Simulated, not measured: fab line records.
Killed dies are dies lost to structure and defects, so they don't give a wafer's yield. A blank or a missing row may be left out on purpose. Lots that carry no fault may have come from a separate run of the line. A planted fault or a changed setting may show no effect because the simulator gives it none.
fab line records    flow rit-cmos
[record] lots = 6  wafers = 18  last-day = 6
route steps=202 shown PSD@144 SDANNEAL@153 NSD@158 PLDD@159 NLDD@160 SILICIDE@161 M1@202
lots with no fault: from the same line, run without faults
start-h: hours from the record's opening day to when the first of the lot's shown wafers began    wait-h: how many hours have passed since the lot's step before this one    " same as the row above    L1.1+2: one row covering several wafers at once    - no value, or no start given    * or withheld: withheld    < > ~ a bound
route shown NAME@n: a module of which the file shows steps, and the number in the route of the first    usual: average and standard deviation across the fault-free wafers    same: alike in all rows    chamber/n: place in a boat    sites: readings site by site    _std_site: how widely they spread, as a standard deviation    _edge_site: outer sites' mean less inner sites'    radius-mm: how far each site lies from the wafer's centre    mask NAME#n: copy n    behind: tool/chamber where the wafer was last shaped    hold: what put the lot on hold/how long, in hours/how the hold closed    device: names the non-switching transistor (n, p or np)    end of line: the tests these same wafers got at the end of their route    a step with no rows: only its recipe    killed: not the wafer's yield, but the dies lost to structure and defects at the first sort    map: the dies of a wafer, with x for killed, . for not killed, _ for no die there
set.NAME: the setting that was run; set.NAME@STEP: the one run at that earlier step    model.NAME: the simulator's own value behind a step, which no gauge read
lots at some steps of the route; a table a step, a row a wafer
services: when a tool's chamber went out of use (start-h, in hours from the record's first day, below 0 if earlier), for how many hours, and the reason
[[steps]]
[step RIT_PSD_SOFTBAKE_02]
[recipe] resist = NOVOLAK  temp-c = 90  time-s = 60
[step RIT_PSD_EXPOSE_03]
[recipe] mask-id = M10  na = 0.57  target-cd-nm = 40900  dose-mj = 250
[step RIT_PSD_PEB_04]
[recipe] resist = NOVOLAK  temp-c = withheld  time-s = withheld
[step RIT_PSD_DEVELOP_05]
[recipe] resist = NOVOLAK  develop-time-s = 50  dev-temp-c = 23
[step RIT_PSD_OVL_MEAS_06]
[usual] PSD_OVL = 0.6/1.7
lot.wafer  tool        chamber  start-h  wait-h  PSD_OVL[nm]
L237.1     overlay-02  -        49.94    -       0.5
L237.5     "           -        "        "       -0.1
L237.6     "           -        "        "       1.1
L239.2     overlay-02  -        58.54    -       -1.9
L239.4     "           -        "        "       -2.5
L239.5     "           -        "        "       -4.9
L247.2     overlay-02  -        99.71    -       -0.8
L247.3     "           -        "        "       -0.5
L247.4     "           -        "        "       1.5
L249.1     overlay-02  -        108.94   -       -1.9
L249.3     "           -        "        "       -1.8
L249.6     "           -        "        "       -0.6
L250.2     overlay-01  -        113.03   -       1.5
L250.4     "           -        "        "       0.6
L250.6     "           -        "        "       0.8
L254.1     overlay-01  -        133.27   -       -1.6
L254.4     "           -        "        "       -0.7
L254.6     "           -        "        "       0.9
[step RIT_PSD_HARDBAKE_07]
[recipe] resist = NOVOLAK  temp-c = 140  time-s = 60
[step RIT_PSD_IMPLANT_08]
[recipe] species = BF2  energy-kev = 27  dose-cm2 = 5e+15  tilt-deg = 7
[step RIT_PSD_STRIP_09]
[recipe] chemistry = O2  time-s = 180  resist = NOVOLAK  platen-temp-c = withheld  power-w = 500  pressure-mtorr = 4000  o2-flow-sccm = 4000
[usual] drypump-motor-current-A = 5.69/0.27
lot.wafer  tool             chamber  start-h  wait-h  drypump-motor-current-A  rf-hours-counter-h
L237.1     plasma-asher-03  0        50.28    0.1     5.47                     38
L237.5     "                0        "        "       5.43                     -
L237.6     "                1        "        "       5.97                     -
L239.2     plasma-asher-04  0        58.87    0.1     6.00                     45
L239.4     "                1        "        "       5.69                     -
L239.5     "                1        "        "       5.68                     -
L247.2     plasma-asher-02  0        100.04   0.1     5.32                     33
L247.3     "                1        "        "       5.92                     -
L247.4     "                0        "        "       5.32                     -
L249.1     plasma-asher-03  1        109.28   0.1     5.96                     44
L249.3     "                0        "        "       5.47                     -
L249.6     "                1        "        "       5.96                     -
L250.2     plasma-asher-03  0        113.36   0.1     5.45                     45
L250.4     "                1        "        "       5.94                     -
L250.6     "                1        "        "       5.96                     -
L254.1     plasma-asher-04  1        133.60   0.1     5.70                     2
L254.4     "                1        "        "       5.68                     -
L254.6     "                1        "        "       5.70                     -
[step RIT_PSD_TW_MEAS_10]
[usual] PSD_TW = 3416/35
lot.wafer  tool           chamber  start-h  wait-h  PSD_TW
L237.1     film-metro-04  -        50.45    0.1     3402
L237.5     "              -        "        "       3385
L237.6     "              -        "        "       3377
L239.2     film-metro-03  -        59.06    0.1     3366
L239.4     "              -        "        "       3402
L239.5     "              -        "        "       3400
L247.2     film-metro-04  -        100.23   0.1     3413
L247.3     "              -        "        "       3403
L247.4     "              -        "        "       3405
L249.1     film-metro-04  -        109.45   0.1     3394
L249.3     "              -        "        "       3375
L249.6     "              -        "        "       3380
L250.2     film-metro-04  -        113.55   0.1     3386
L250.4     "              -        "        "       3393
L250.6     "              -        "        "       3404
L254.1     film-metro-04  -        133.78   0.1     3394
L254.4     "              -        "        "       3364
L254.6     "              -        "        "       3390
[step RIT_SDANNEAL_CLEAN_00]
[recipe] chemistry = SC1  mix = 3:3:50  time-s = 600  temp-c = 75
[step RIT_SDANNEAL_CLEAN_01]
[recipe] chemistry = dHF  dilution = 50:1  time-s = 30
[step RIT_SDANNEAL_CLEAN_02]
[recipe] chemistry = SC2  mix = 3:3:50  time-s = 600  temp-c = 75  dry = n2-spin
[step RIT_SDANNEAL_RTA_03]
[recipe] temp-c = 1050  time-s = 5  idle-temp-c = 600  ramp-up-c-per-s = 342  ramp-down-c-per-s = 171  cool-to-c = 600  ambient = N2
[usual] wafer_temp_C_max = 1053.5/1.1
lot.wafer  tool           chamber  start-h  wait-h  wafer_temp_C_max
L237.1     rtp-anneal-01  0        50.88    0.0     1054.4
L237.5     "              0        "        "       1051.9
L237.6     "              0        "        "       1053.6
L239.2     rtp-anneal-01  0        59.48    0.0     1051.8
L239.4     "              0        "        "       1051.8
L239.5     "              0        "        "       1056.8
L247.2     rtp-anneal-01  0        100.66   0.0     988.3
L247.3     "              0        "        "       987.9
L247.4     "              0        "        "       989.3
L249.1     rtp-anneal-01  0        109.88   0.0     988.6
L249.3     "              0        "        "       988.9
L249.6     "              0        "        "       986.6
L250.2     rtp-anneal-02  0        113.99   0.0     1053.8
L250.4     "              0        "        "       1053.4
L250.6     "              0        "        "       1052.8
L254.1     rtp-anneal-02  0        134.20   0.0     1052.5
L254.4     "              0        "        "       1053.7
L254.6     "              0        "        "       1054.8
[step RIT_SDANNEAL_RS_MEAS_04]
[recipe] thk-meas-gauge = four-point-probe
[usual] PSD_RS = 115.90/0.27
lot.wafer  tool           chamber  start-h  wait-h  PSD_RS[ohm/sq]
L237.1     film-metro-01  -        50.94    0.0     115.56
L237.5     "              -        "        "       115.75
L237.6     "              -        "        "       115.90
L239.2     film-metro-03  -        59.55    0.1     115.96
L239.4     "              -        "        "       115.91
L239.5     "              -        "        "       115.94
L247.2     film-metro-01  -        100.72   0.1     166.05
L247.3     "              -        "        "       166.47
L247.4     "              -        "        "       166.76
L249.1     film-metro-01  -        109.94   0.0     165.81
L249.3     "              -        "        "       165.79
L249.6     "              -        "        "       165.95
L250.2     film-metro-04  -        114.06   0.1     116.34
L250.4     "              -        "        "       115.97
L250.6     "              -        "        "       115.99
L254.1     film-metro-01  -        134.26   0.0     115.69
L254.4     "              -        "        "       115.75
L254.6     "              -        "        "       115.86
[step RIT_SDANNEAL_RS_MEAS_05]
[recipe] thk-meas-gauge = four-point-probe
[usual] NSD_RS = 84.55/0.3
lot.wafer  tool           chamber  start-h  wait-h  NSD_RS[ohm/sq]
L237.1     film-metro-01  -        51.06    0.1     84.55
L237.5     "              -        "        "       84.44
L237.6     "              -        "        "       84.32
L239.2     film-metro-03  -        59.67    0.1     84.50
L239.4     "              -        "        "       84.63
L239.5     "              -        "        "       84.79
L247.2     film-metro-01  -        100.84   0.1     87.45
L247.3     "              -        "        "       87.51
L247.4     "              -        "        "       87.11
L249.1     film-metro-01  -        110.06   0.1     87.67
L249.3     "              -        "        "       87.69
L249.6     "              -        "        "       87.72
L250.2     film-metro-04  -        114.18   0.1     84.57
L250.4     "              -        "        "       84.64
L250.6     "              -        "        "       84.77
L254.1     film-metro-01  -        134.38   0.1     84.11
L254.4     "              -        "        "       84.03
L254.6     "              -        "        "       84.11
[step RIT_SDANNEAL_RS_MEAS_06]
[recipe] thk-meas-gauge = four-point-probe
[usual] PLDD_RS = 178.6/0.38
lot.wafer  tool           chamber  start-h  wait-h  PLDD_RS[ohm/sq]
L237.1     film-metro-01  -        51.18    0.1     178.3
L237.5     "              -        "        "       178.1
L237.6     "              -        "        "       177.5
L239.2     film-metro-03  -        59.79    0.1     178.3
L239.4     "              -        "        "       178.1
L239.5     "              -        "        "       178.5
L247.2     film-metro-01  -        100.96   0.1     246.4
L247.3     "              -        "        "       246.6
L247.4     "              -        "        "       246.8
L249.1     film-metro-01  -        110.18   0.1     245.7
L249.3     "              -        "        "       245.6
L249.6     "              -        "        "       246.0
L250.2     film-metro-04  -        114.30   0.1     178.6
L250.4     "              -        "        "       177.9
L250.6     "              -        "        "       178.4
L254.1     film-metro-01  -        134.50   0.1     178.0
L254.4     "              -        "        "       178.4
L254.6     "              -        "        "       178.1
[step RIT_SDANNEAL_RS_MEAS_07]
[recipe] thk-meas-gauge = four-point-probe
[usual] NLDD_RS = 151.6/0.43
lot.wafer  tool           chamber  start-h  wait-h  NLDD_RS[ohm/sq]
L237.1     film-metro-01  -        51.30    0.1     151.3
L237.5     "              -        "        "       151.5
L237.6     "              -        "        "       151.2
L239.2     film-metro-03  -        59.91    0.1     151.0
L239.4     "              -        "        "       150.9
L239.5     "              -        "        "       151.6
L247.2     film-metro-01  -        101.08   0.1     153.8
L247.3     "              -        "        "       153.9
L247.4     "              -        "        "       153.4
L249.1     film-metro-01  -        110.30   0.1     153.3
L249.3     "              -        "        "       153.4
L249.6     "              -        "        "       152.9
L250.2     film-metro-04  -        114.42   0.1     151.6
L250.4     "              -        "        "       151.8
L250.6     "              -        "        "       151.3
L254.1     film-metro-01  -        134.62   0.1     151.2
L254.4     "              -        "        "       151.3
L254.6     "              -        "        "       151.9
[step RIT_SILICIDE_WET_ETCH_00]
[recipe] chemistry = BOE  target = SiO2  target-depth-nm = 14  time-s = 15  dry = n2-spin  dilution = 10:1  temp-c = 21.5
[step RIT_M1_PROBE_99]
[usual] killed-at-contacts = 0.1/0.25  killed-at-front-end = 7/3.3  killed-dies = 7/3.3  killed-open = 3.6/2  killed-short = 3.6/2.1
[same] gross-dies = 264  killed_at_M0_to_M3 = 0  killed_at_M4_up = 0  killed-at-back-side = 0  killed-at-other = 0
lot.wafer  tool       chamber  start-h  wait-h  killed-at-contacts  killed-at-front-end  killed-dies  killed-open  killed-short  model.etest.pmos-turned.r-on-ohm-um  model.etest.pmos_0p3.r-on-ohm-um  model.etest.pmos_0p15.r-on-ohm-um  model.etest.nmos_0p3.r-on-ohm-um  model.etest.pldd.rs-ohm-sq  model.etest.pmos-turned.drive-ua-um  model.etest.nmos_0p15.r-on-ohm-um  model.etest.nmos_0p15.drive-ua-um
L237.1     prober-01  -        58.30    0.1     0                   9                    9            4            5             3588                                 6406                              2878                               2236                              536.1                       179.5                                1208                               443.5
L237.5     prober-01  -        58.50    0.2     0                   7                    7            3            4             3671                                 6530                              2937                               2273                              545.2                       176.3                                1230                               441
L237.6     prober-01  -        58.55    0.2     0                   5                    5            3            2             3627                                 6508                              2912                               2241                              528.6                       178.9                                1220                               439.7
L239.2     prober-01  -        67.08    0.1     0                   6                    6            3            3             3410                                 6294                              2738                               2156                              492.4                       194                                  1137                               479.4
L239.4     prober-01  -        67.18    0.2     0                   16                   16           11           5             3395                                 6269                              2766                               2161                              485                         195.2                                1146                               474.8
L239.5     prober-01  -        67.23    0.2     0                   13                   13           6            7             3488                                 6342                              2814                               2173                              474.1                       190                                  1164                               455.9
L247.2     prober-01  -        108.59   0.1     0                   10                   10           5            5             4825                                 7156                              3494                               2302                              701.3                       116.4                                1221                               411.1
L247.3     prober-01  -        108.64   0.2     0                   10                   10           2            8             4720                                 7223                              3435                               2332                              674                         121.6                                1181                               412.8
L247.4     prober-01  -        108.69   0.2     1                   7                    8            4            4             4848                                 7233                              3475                               2345                              705.5                       114.6                                1207                               403.8
L254.1     prober-02  -        142.10   0.1     0                   12                   12           5            7             3653                                 6430                              2908                               2196                              552.7                       176.6                                1152                               459
L254.4     prober-02  -        142.25   0.2     0                   5                    5            2            3             3600                                 6555                              2874                               2185                              535.6                       177.5                                1124                               456.8
L254.6     prober-02  -        142.35   0.2     0                   5                    5            1            4             3401                                 6294                              2762                               2158                              502.7                       193                                  1130                               476.3
// killed by level:class
L237.1 GATE:geometric-particle:short=3 FOX1:geometric-particle:open=2 GATE:geometric-particle:open=2 FOX1:geometric-particle:short=1 SILICIDE:geometric-particle:short=1
L237.5 FOX1:geometric-particle:short=2 GATE:geometric-particle:open=2 GATE:geometric-particle:short=1 SILICIDE:geometric-particle:open=1 SILICIDE:geometric-particle:short=1
L237.6 ACTIVE:geometric-particle:open=1 FOX2:geometric-particle:open=1 FOX2:geometric-particle:short=1 GATE:geometric-particle:open=1 SPACER:geometric-particle:short=1
L239.2 REOX:geometric-particle:open=2 FOX1:geometric-particle:short=1 FOX2:geometric-particle:open=1 FOX2:geometric-particle:short=1 REOX:geometric-particle:short=1
L239.4 FOX1:geometric-particle:open=5 GATE:geometric-particle:open=4 FOX1:geometric-particle:short=2 GATE:geometric-particle:short=2 FOX2:geometric-particle:open=1 REOX:geometric-particle:open=1 REOX:geometric-particle:short=1
L239.5 FOX1:geometric-particle:open=4 GATE:geometric-particle:short=4 GATE:geometric-particle:open=2 FOX2:geometric-particle:short=1 REOX:geometric-particle:short=1 SPACER:geometric-particle:short=1
L247.2 FOX1:geometric-particle:short=2 GATE:geometric-particle:short=2 GATE:geometric-particle:open=2 REOX:geometric-particle:open=2 REOX:geometric-particle:short=1 SILICIDE:geometric-particle:open=1
L247.3 GATE:geometric-particle:short=5 FOX1:geometric-particle:short=1 GATE:geometric-particle:open=1 REOX:geometric-particle:short=1 REOX:geometric-particle:open=1 SILICIDE:geometric-particle:short=1
L247.4 GATE:geometric-particle:short=3 FOX1:geometric-particle:open=1 GATE:geometric-particle:open=1 REOX:geometric-particle:short=1 SILICIDE:geometric-particle:open=1 CONTACT:geometric-particle:open=1
L254.1 SILICIDE:geometric-particle:short=3 GATE:geometric-particle:open=2 GATE:geometric-particle:short=2 SPACER:geometric-particle:open=2 FOX1:geometric-particle:short=1 REOX:geometric-particle:short=1 REOX:geometric-particle:open=1
L254.4 SILICIDE:geometric-particle:open=2 FOX2:geometric-particle:short=1 SPACER:geometric-particle:short=1 SILICIDE:geometric-particle:short=1
L254.6 GATE:geometric-particle:open=1 GATE:geometric-particle:short=1 REOX:geometric-particle:short=1 SPACER:geometric-particle:short=1 SILICIDE:geometric-particle:short=1
[[services]]
tool             chamber  start-h  hours  kind
rtp-anneal-02    -        59.20    3.2    pm
plasma-asher-04  -        108.75   9.0    pm
plasma-asher-04  0        108.75   9.0    vent-cycle
plasma-asher-04  1        108.75   9.0    vent-cycle
plasma-asher-04  0        117.75   -      clean
plasma-asher-04  1        117.75   -      clean
[[key]]
[first-sign] step = RIT_SDANNEAL_RTA_03  reading = wafer_temp_C_max  direction = down  sigmas = 57  usual = *  struck = *
[effect] step = RIT_SDANNEAL_RS_MEAS_04  reading = PSD_RS  direction = up  sigmas = 99+  usual = 115.90  struck = 166.14
[effect] step = RIT_SDANNEAL_RS_MEAS_05  reading = NSD_RS  direction = up  sigmas = 9.9  usual = 84.55  struck = 87.52
[effect] step = RIT_SDANNEAL_RS_MEAS_06  reading = PLDD_RS  direction = up  sigmas = 99+  usual = 178.6  struck = 246.2
[effect] step = RIT_SDANNEAL_RS_MEAS_07  reading = NLDD_RS  direction = up  sigmas = 4.4  usual = 151.6  struck = 153.4
[model-effect] step = RIT_M1_PROBE_99  value = etest.pmos-turned.r-on-ohm-um  without = 3345  struck = 4798
met-at RIT_SDANNEAL_RTA_03
struck-wafers L247.2,L247.3,L247.4,L249.1,L249.3,L249.6
rows-end L249.1,L249.3,L249.6
tester-left-out L247
onset-between 59.48 100.66
[fault] kind = process-parameter-drift  tool = rtp-anneal-01  chamber = -  onset-h = 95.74  steps = RIT_SDANNEAL_RTA_03  channel = temp-c  offset = *  shape = step  end-h = 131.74  acts-in = *  stated = *
// tester-left-out: of these lots the tester's yield and bins aren't shown, on N5 and GAA mostly nor the transistor test; their killed dies are dies lost to structure and defects alone, not to doping, threshold or leakage, so they don't give the yield
// rows-end: these wafers met a further fault down the route, and their rows from its step on are left out
